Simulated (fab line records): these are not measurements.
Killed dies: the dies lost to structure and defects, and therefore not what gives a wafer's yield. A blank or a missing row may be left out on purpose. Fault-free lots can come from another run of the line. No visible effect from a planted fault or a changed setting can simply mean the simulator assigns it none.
fab line records ; flow berkeley_cmos170
[record] lots = 14; wafers = 42; last_day = 11
route steps=331 shown ACTIVE@71 SCREENOX@102 NSD@194 M3@326
lots that met no fault: from a run of the same line without faults
start_h: the number of hours between the record's first day and the start of the first shown wafer of the lot ; wait_h: hours from the lot's prior step to this one ; " as in the row above ; L1.1+2: a single row standing in for several wafers ; - no value present, or no start provided ; * or withheld: withheld ; < > ~ a bound
route shown NAME@n: names a module that has steps shown in the file, with the first one's number in the route ; usual: the fault-free wafers' mean and standard deviation ; same: alike in all rows ; chamber/n: place in a boat ; sites: readings site by site ; _std_site: standard deviation across them ; _edge_site: inner sites' mean taken away from outer sites' mean ; radius_mm: how far each site lies from the wafer's centre ; mask NAME#n: copy n ; behind: the most recent tool/chamber to have shaped the wafer ; hold: why the lot went on hold/how many hours it stayed there/how the hold came to an end ; device: transistor that didn't switch, given as n, p or np ; end of line: at the end of the route, the tests of the same wafers ; a step with no rows: only its recipe ; killed: not the wafer's yield, but the dies lost to structure and defects at the first sort ; map: dies across one wafer; x = killed, . = not, _ = none there
set.NAME: the setting that was run; set.NAME@STEP: the one run at that earlier step ; model.NAME: the simulator's own value behind a step, which no gauge read
route steps across a sampled set of lots; one table per step, one row per wafer
services: from which hour (start_h, from the record's first day; less than 0 if before it) a tool's chamber was out of use, for how many hours, and why
[[steps]]
[step UCB170_ACTIVE_PEB_11]
[recipe] peb_temp_c = 130; peb_time_s = withheld; resist = KrF
lot.wafer;tool;chamber;start_h;wait_h
L543.1+2+5;litho_track-03;0;73.26;0.9
L544.3+5+6;litho_track-04;0;84.42;0.7
L545.2+4+6;litho_track-02;0;90.28;0.1
L546.2+4+5;litho_track-03;0;100.58;0.7
L547.3+5+6;litho_track-04;0;100.67;0.3
L548.1+3+6;litho_track-03;0;108.44;0.1
L550.1+4+5;litho_track-03;0;118.37;0.1
L555.1+4+5;litho_track-02;0;139.08;0.1
L556.2+3+5;litho_track-04;0;151.72;0.1
L557.1+2+5;litho_track-02;0;160.21;0.1
L558.2+3+5;litho_track-02;0;163.26;0.1
L561.2+5+6;litho_track-04;0;169.79;0.1
L562.1+3+4;litho_track-02;0;184.99;0.1
L563.2+5+6;litho_track-03;0;185.25;0.1
[step UCB170_ACTIVE_CD_MEAS_13]
[recipe] target_cd_nm = 1200
[usual] cd_nm = 1200.1/1.2
lot.wafer;tool;chamber;start_h;wait_h;cd_nm
L543.1;cd_sem-02;-;73.58;-;1201.5
L543.2;cd_sem-02;-;73.58;-;1201.2
L543.5;cd_sem-02;-;73.58;-;1200.5
L544.3;cd_sem-01;-;84.76;-;1201.1
L544.5;cd_sem-01;-;84.76;-;1200.1
L544.6;cd_sem-01;-;84.76;-;1201.3
L545.2;cd_sem-02;-;90.55;-;1200.1
L545.4;cd_sem-02;-;90.55;-;1199.2
L545.6;cd_sem-02;-;90.55;-;1201.4
L546.2;cd_sem-02;-;100.86;-;1200.7
L546.4;cd_sem-02;-;100.86;-;1200.2
L546.5;cd_sem-02;-;100.86;-;1199.2
L547.3;cd_sem-01;-;100.96;-;1198.9
L547.5;cd_sem-01;-;100.96;-;1198.3
L547.6;cd_sem-01;-;100.96;-;1198.5
L548.1;cd_sem-02;-;108.72;-;1190.1
L548.3;cd_sem-02;-;108.72;-;1191.2
L548.6;cd_sem-02;-;108.72;-;1191.8
L550.1;cd_sem-02;-;118.65;-;1191.0
L550.4;cd_sem-02;-;118.65;-;1190.2
L550.5;cd_sem-02;-;118.65;-;1188.6
L555.1;cd_sem-01;-;139.36;-;1200.2
L555.4;cd_sem-01;-;139.36;-;1199.8
L555.5;cd_sem-01;-;139.36;-;1199.5
L556.2;cd_sem-02;-;151.99;-;1198.8
L556.3;cd_sem-02;-;151.99;-;1198.4
L556.5;cd_sem-02;-;151.99;-;1198.3
L557.1;cd_sem-01;-;160.49;-;1201.5
L557.2;cd_sem-01;-;160.49;-;1200.4
L557.5;cd_sem-01;-;160.49;-;1201.1
L558.2;cd_sem-01;-;163.53;-;1202.0
L558.3;cd_sem-01;-;163.53;-;1202.4
L558.5;cd_sem-01;-;163.53;-;1200.9
L561.2;cd_sem-02;-;170.06;-;1200.7
L561.5;cd_sem-02;-;170.06;-;1202.2
L561.6;cd_sem-02;-;170.06;-;1202.1
L562.1;cd_sem-01;-;185.26;-;1197.8
L562.3;cd_sem-01;-;185.26;-;1198.7
L562.4;cd_sem-01;-;185.26;-;1198.9
L563.2;cd_sem-01;-;185.52;-;1201.2
L563.5;cd_sem-01;-;185.52;-;1201.3
L563.6;cd_sem-01;-;185.52;-;1201.9
[step UCB170_SCREENOX_THK_MEAS_02]
[recipe] reads = SiO2_of_SCREENOX_OXIDATION_01
[usual] SCREENOX_OXIDE_THK = 14.33/0.27
lot.wafer;tool;chamber;start_h;wait_h;SCREENOX_OXIDE_THK[nm]
L543.1;film_metro-02;-;98.70;0.0;14.48
L543.2;film_metro-02;-;98.70;0.0;14.26
L543.5;film_metro-02;-;98.70;0.0;14.33
L544.3;film_metro-03;-;110.21;0.0;14.63
L544.5;film_metro-03;-;110.21;0.0;14.30
L544.6;film_metro-03;-;110.21;0.0;14.58
L545.2;film_metro-02;-;118.88;0.0;14.04
L545.4;film_metro-02;-;118.88;0.0;14.14
L545.6;film_metro-02;-;118.88;0.0;14.16
L546.2;film_metro-01;-;128.96;0.0;14.65
L546.4;film_metro-01;-;128.96;0.0;14.59
L546.5;film_metro-01;-;128.96;0.0;14.54
L547.3;film_metro-02;-;128.97;0.0;14.91
L547.5;film_metro-02;-;128.97;0.0;14.77
L547.6;film_metro-02;-;128.97;0.0;14.90
L548.1;film_metro-01;-;140.44;0.0;14.50
L548.3;film_metro-01;-;140.44;0.0;14.15
L548.6;film_metro-01;-;140.44;0.0;14.29
L550.1;film_metro-01;-;150.31;0.0;14.56
L550.4;film_metro-01;-;150.31;0.0;14.30
L550.5;film_metro-01;-;150.31;0.0;14.65
L555.1;film_metro-03;-;168.25;0.0;14.08
L555.4;film_metro-03;-;168.25;0.0;14.44
L555.5;film_metro-03;-;168.25;0.0;14.23
L556.2;film_metro-02;-;175.21;0.0;14.33
L556.3;film_metro-02;-;175.21;0.0;14.28
L556.5;film_metro-02;-;175.21;0.0;14.28
L557.1;film_metro-02;-;186.42;0.0;14.55
L557.2;film_metro-02;-;186.42;0.0;14.28
L557.5;film_metro-02;-;186.42;0.0;14.33
L558.2;film_metro-01;-;186.43;0.0;14.42
L558.3;film_metro-01;-;186.43;0.0;14.78
L558.5;film_metro-01;-;186.43;0.0;14.43
L561.2;film_metro-01;-;192.84;0.0;14.57
L561.5;film_metro-01;-;192.84;0.0;14.50
L561.6;film_metro-01;-;192.84;0.0;14.31
L562.1;film_metro-03;-;209.66;0.0;14.64
L562.3;film_metro-03;-;209.66;0.0;14.34
L562.4;film_metro-03;-;209.66;0.0;14.65
L563.2;film_metro-02;-;209.73;0.1;14.41
L563.5;film_metro-02;-;209.73;0.1;14.59
L563.6;film_metro-02;-;209.73;0.1;14.41
[step UCB170_NSD_OVL_MEAS_07]
[usual] NSD_OVL = -6/5.7
lot.wafer;tool;chamber;start_h;wait_h;NSD_OVL[nm]
L543.1;overlay-02;-;132.29;0.1;-6
L543.2;overlay-02;-;132.29;0.1;4
L543.5;overlay-02;-;132.29;0.1;-14
L544.3;overlay-01;-;146.35;0.1;-9
L544.5;overlay-01;-;146.35;0.1;2
L544.6;overlay-01;-;146.35;0.1;8
L545.2;overlay-02;-;156.67;0.1;-10
L545.4;overlay-02;-;156.67;0.1;-11
L545.6;overlay-02;-;156.67;0.1;-9
L547.3;overlay-02;-;162.45;0.1;0
L547.5;overlay-02;-;162.45;0.1;-1
L547.6;overlay-02;-;162.45;0.1;2
L546.2;overlay-01;-;162.68;0.1;2
L546.4;overlay-01;-;162.68;0.1;1
L546.5;overlay-01;-;162.68;0.1;-7
L548.1;overlay-02;-;175.63;0.1;-9
L548.3;overlay-02;-;175.63;0.1;-10
L548.6;overlay-02;-;175.63;0.1;-18
L550.1;overlay-02;-;182.03;0.1;-2
L550.4;overlay-02;-;182.03;0.1;-8
L550.5;overlay-02;-;182.03;0.1;-8
L555.1;overlay-02;-;202.27;0.1;-8
L555.4;overlay-02;-;202.27;0.1;-5
L555.5;overlay-02;-;202.27;0.1;-9
L556.2;overlay-01;-;220.45;0.1;-10
L556.3;overlay-01;-;220.45;0.1;-2
L556.5;overlay-01;-;220.45;0.1;-1
L558.2;overlay-01;-;220.70;0.1;-13
L558.3;overlay-01;-;220.70;0.1;-7
L558.5;overlay-01;-;220.70;0.1;-6
L557.1;overlay-01;-;221.18;0.1;5
L557.2;overlay-01;-;221.18;0.1;-12
L557.5;overlay-01;-;221.18;0.1;2
L561.2;overlay-01;-;224.88;0.1;-4
L561.5;overlay-01;-;224.88;0.1;-16
L561.6;overlay-01;-;224.88;0.1;-1
L563.2;overlay-02;-;240.99;0.1;-5
L563.5;overlay-02;-;240.99;0.1;-10
L563.6;overlay-02;-;240.99;0.1;-8
L562.1;overlay-01;-;241.87;0.1;-1
L562.3;overlay-01;-;241.87;0.1;-2
L562.4;overlay-01;-;241.87;0.1;4
[step UCB170_M3_ETCH_17]
[recipe] chemistry = N2/H2; target_depth_a = withheld; overetch_a = withheld; target = BARC; time_s = withheld; source_w = 500; bias_w = 100; pressure_mtorr = 30; n2_flow_sccm = 100; h2_flow_sccm = 200
[usual] drypump_motor_current_A = 5.6/0.35; h2_flow_sccm = 200.0/0.6; oes_product_au = 1.011/0.021; throttle_valve_pct = 13.31/0.23
lot.wafer;tool;chamber;start_h;wait_h;drypump_motor_current_A;h2_flow_sccm;oes_product_au;throttle_valve_pct
L543.1;rie_diel-03;0;158.34;0.0;5.9;200.5;0.980;12.91
L543.2;rie_diel-03;1;158.34;0.0;5.4;199.8;0.970;13.48
L543.5;rie_diel-03;0;158.34;0.0;5.9;199.8;0.988;12.91
L544.3;rie_diel-02;0;173.19;0.0;5.2;199.2;1.001;13.20
L544.5;rie_diel-02;3;173.19;0.0;5.5;199.8;1.022;13.36
L544.6;rie_diel-02;2;173.19;0.0;5.8;200.5;1.068;12.90
L545.2;rie_diel-03;0;183.52;0.0;5.9;199.5;0.983;12.90
L545.4;rie_diel-03;1;183.52;0.0;5.4;199.3;0.992;13.49
L545.6;rie_diel-03;0;183.52;0.0;5.9;199.1;0.984;12.93
L546.2;rie_diel-01;1;193.80;0.0;5.8;200.6;1.033;13.19
L546.4;rie_diel-01;3;193.80;0.0;5.0;199.4;1.021;13.32
L546.5;rie_diel-01;0;193.80;0.0;6.3;200.5;1.009;13.64
L547.3;rie_diel-03;2;194.08;0.0;6.1;200.1;1.001;13.61
L547.5;rie_diel-03;0;194.08;0.0;5.9;200.4;0.974;12.91
L547.6;rie_diel-03;1;194.08;0.0;5.3;200.7;0.982;13.50
L548.1;rie_diel-01;2;201.13;0.0;5.7;201.1;1.004;13.48
L548.3;rie_diel-01;3;201.13;0.0;5.0;200.7;1.022;13.30
L548.6;rie_diel-01;0;201.13;0.0;6.4;200.8;1.010;13.64
L550.1;rie_diel-01;3;211.68;0.0;5.0;200.6;1.027;13.33
L550.4;rie_diel-01;1;211.68;0.0;5.8;199.7;1.023;13.21
L550.5;rie_diel-01;1;211.68;0.0;5.7;200.4;1.031;13.21
L555.1;rie_diel-03;0;227.82;0.0;5.9;200.5;0.976;12.93
L555.4;rie_diel-03;2;227.82;0.0;6.1;201.1;0.977;13.61
L555.5;rie_diel-03;3;227.82;0.0;5.7;200.0;1.012;13.48
L556.2;rie_diel-03;0;244.53;0.0;5.9;199.4;0.987;12.92
L556.3;rie_diel-03;3;244.53;0.0;5.7;199.2;1.026;13.49
L556.5;rie_diel-03;1;244.53;0.0;5.4;199.5;0.988;13.48
L558.2;rie_diel-01;1;244.80;0.0;5.8;200.5;1.033;13.21
L558.3;rie_diel-01;2;244.80;0.0;5.7;199.4;1.023;13.48
L558.5;rie_diel-01;3;244.80;0.0;4.9;200.4;1.024;13.31
L557.1;rie_diel-02;0;250.44;0.0;5.2;199.8;0.995;13.20
L557.2;rie_diel-02;3;250.44;0.0;5.5;200.0;1.014;13.37
L557.5;rie_diel-02;0;250.44;0.0;5.3;200.5;0.994;13.19
L561.2;rie_diel-01;0;250.80;0.0;6.4;199.5;1.013;13.64
L561.5;rie_diel-01;2;250.80;0.0;5.7;199.8;1.006;13.49
L561.6;rie_diel-01;3;250.80;0.0;4.9;199.1;1.015;13.32
L563.2;rie_diel-02;3;265.09;0.0;5.5;200.4;1.013;13.36
L563.5;rie_diel-02;2;265.09;0.0;5.8;200.6;1.044;12.92
L563.6;rie_diel-02;1;265.09;0.0;5.5;199.5;0.990;13.14
L562.1;rie_diel-01;3;269.68;0.0;5.0;199.1;1.017;13.30
L562.3;rie_diel-01;0;269.68;0.0;6.4;199.6;1.001;13.64
L562.4;rie_diel-01;3;269.68;0.0;5.0;199.1;1.013;13.30
[[services]]
tool;chamber;start_h;hours;kind
rie_diel-02;-;53.82;0.2;repair
rie_diel-03;0;73.18;16.4;repair
rie_diel-03;3;89.61;-;clean
rie_diel-03;3;89.61;20.0;scheduled_down
rie_diel-03;3;89.61;20.0;vent_cycle
rie_diel-03;1;93.06;8.5;repair
rie_diel-02;-;93.19;2.8;pm
rie_diel-01;2;118.82;16.3;repair
rie_diel-02;3;130.97;3.1;repair
rie_diel-03;2;152.99;6.8;repair
rie_diel-03;2;182.48;8.3;repair
rie_diel-02;2;200.21;5.4;repair
rie_diel-03;0;212.00;7.6;repair
rie_diel-03;2;214.07;4.6;repair
rie_diel-01;1;268.64;11.3;repair
[[key]]
[first_sign] step = UCB170_ACTIVE_CD_MEAS_13; reading = cd_nm; direction = down; sigmas = 7.7; usual = 1200.1; struck = 1190.5
effect none on later readings
met_at UCB170_ACTIVE_PEB_11
struck_lots L548,L550
tester_left_out L548,L550
not_acting_at UCB170_SCREENOX_THK_MEAS_02,UCB170_NSD_OVL_MEAS_07,UCB170_M3_ETCH_17
onset_between 100.58 108.44
[fault] kind = process_parameter_drift; tool = litho_track-03; chamber = -; onset_h = 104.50; steps = UCB170_ACTIVE_PEB_11; channel = peb_time_s; offset = withheld; shape = step; end_h = 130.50; acts_in = *
// tester_left_out: of these lots the tester's yield and bins aren't shown, on N5 and GAA mostly nor the transistor test; their killed dies are dies lost to structure and defects alone, not to doping, threshold or leakage, so they don't give the yield
